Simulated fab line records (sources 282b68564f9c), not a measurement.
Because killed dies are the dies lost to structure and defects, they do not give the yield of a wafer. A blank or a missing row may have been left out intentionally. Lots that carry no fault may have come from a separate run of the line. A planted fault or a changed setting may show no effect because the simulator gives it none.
Split-lot experiment | flow rit_cmos | on a route of 202 steps: 5 lots, 23 wafers read

== ON THE SPLIT ==
At RIT_SPACER_CVD_03 (deposits Si3N4 from SiH2Cl2/NH3, target thk 250 nm, time 3300 s), the setting nh3_flow_sccm was moved away from the recipe's 150 sccm on 15 of the 23 wafers read, by -13.2% to -4.3%. All remaining wafers had this setting at the recipe value.

== FROM THE SPLIT TO THE READING: what the file shows between them, 8 steps ==
- RIT_NSD_IMPLANT_08 (also split here: energy_kev)
- RIT_PSD_COAT_01: resist thk 1000 nm (also split here: resist_thk_nm)
- RIT_PSD_SOFTBAKE_02: time 60 s
- RIT_PSD_EXPOSE_03: exposes mask M10, target cd 40900 nm
- RIT_PSD_DEVELOP_05: develop time 50 s
- RIT_PSD_HARDBAKE_07: time 60 s
- RIT_PSD_IMPLANT_08 (also split here: energy_kev)
- RIT_PSD_STRIP_09: strips in O2, time 180 s

== THE READING ==
Si3N4_of_SPACER_CVD_03.thk_nm (the simulator's own value, which no gauge read), in nm, at RIT_SDANNEAL_CLEAN_00 (cleans in SC1, time 600 s). No usual value for it is given in the file. Across the 8 wafers here that went through the recipe, the average is 197.7 nm and the standard deviation 2.3 nm.

wafer  | tool, chamber at the split | nh3_flow_sccm as run, sccm | against the recipe | Si3N4_of_SPACER_CVD_03.thk_nm, nm | against lot-mates on the recipe
L074.1 | -, -                       | 150                        | recipe             | 197.2                             | -
L074.2 | -, -                       | 150                        | recipe             | 195.2                             | -
L074.3 | -, -                       | 150                        | recipe             | 196.2                             | -
L074.5 | -, -                       | 150                        | recipe             | 196.9                             | -
L074.6 | -, -                       | 150                        | recipe             | 194.9                             | -
L080.2 | -, -                       | 140.7                      | -6.2%              | 188.6                             | no lot-mate on the recipe
L080.3 | -, -                       | 140.7                      | -6.2%              | 189.4                             | no lot-mate on the recipe
L080.6 | -, -                       | 140.7                      | -6.2%              | 189.4                             | no lot-mate on the recipe
L080.4 | -, -                       | 140.7                      | -6.2%              | 188.9                             | no lot-mate on the recipe
L080.5 | -, -                       | 140.7                      | -6.2%              | 186.7                             | no lot-mate on the recipe
L083.1 | -, -                       | 143.6                      | -4.3%              | 186.7                             | no lot-mate on the recipe
L083.2 | -, -                       | 143.6                      | -4.3%              | 189.3                             | no lot-mate on the recipe
L083.3 | -, -                       | 143.6                      | -4.3%              | 190.4                             | no lot-mate on the recipe
L083.4 | -, -                       | 143.6                      | -4.3%              | 189.5                             | no lot-mate on the recipe
L083.6 | -, -                       | 143.6                      | -4.3%              | 188.4                             | no lot-mate on the recipe
L084.2 | lpcvd-02, 1                | 150                        | recipe             | 199.8                             | -
L084.4 | lpcvd-02, 1                | 150                        | recipe             | 200.4                             | -
L084.5 | lpcvd-02, 1                | 150                        | recipe             | 201.3                             | -
L085.1 | -, -                       | 130.2                      | -13.2%             | 178.3                             | no lot-mate on the recipe
L085.2 | -, -                       | 130.2                      | -13.2%             | 178.5                             | no lot-mate on the recipe
L085.4 | -, -                       | 130.2                      | -13.2%             | 176.6                             | no lot-mate on the recipe
L085.5 | -, -                       | 130.2                      | -13.2%             | 180.2                             | no lot-mate on the recipe
L085.6 | -, -                       | 130.2                      | -13.2%             | 177.9                             | no lot-mate on the recipe

THE FIT
A straight line over all 23 wafers: Si3N4_of_SPACER_CVD_03.thk_nm changes by +1.45 nm for each +1% of nh3_flow_sccm; r = +0.96; the points scatter about the line by 2 nm.
Too few moved wafers with a lot-mate on the recipe to fit a line net of each lot's own level.

== FILE'S OWN FIT ==
Si3N4_of_SPACER_CVD_03.thk_nm changes by +1.45 nm for each +1% of nh3_flow_sccm, r = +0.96.
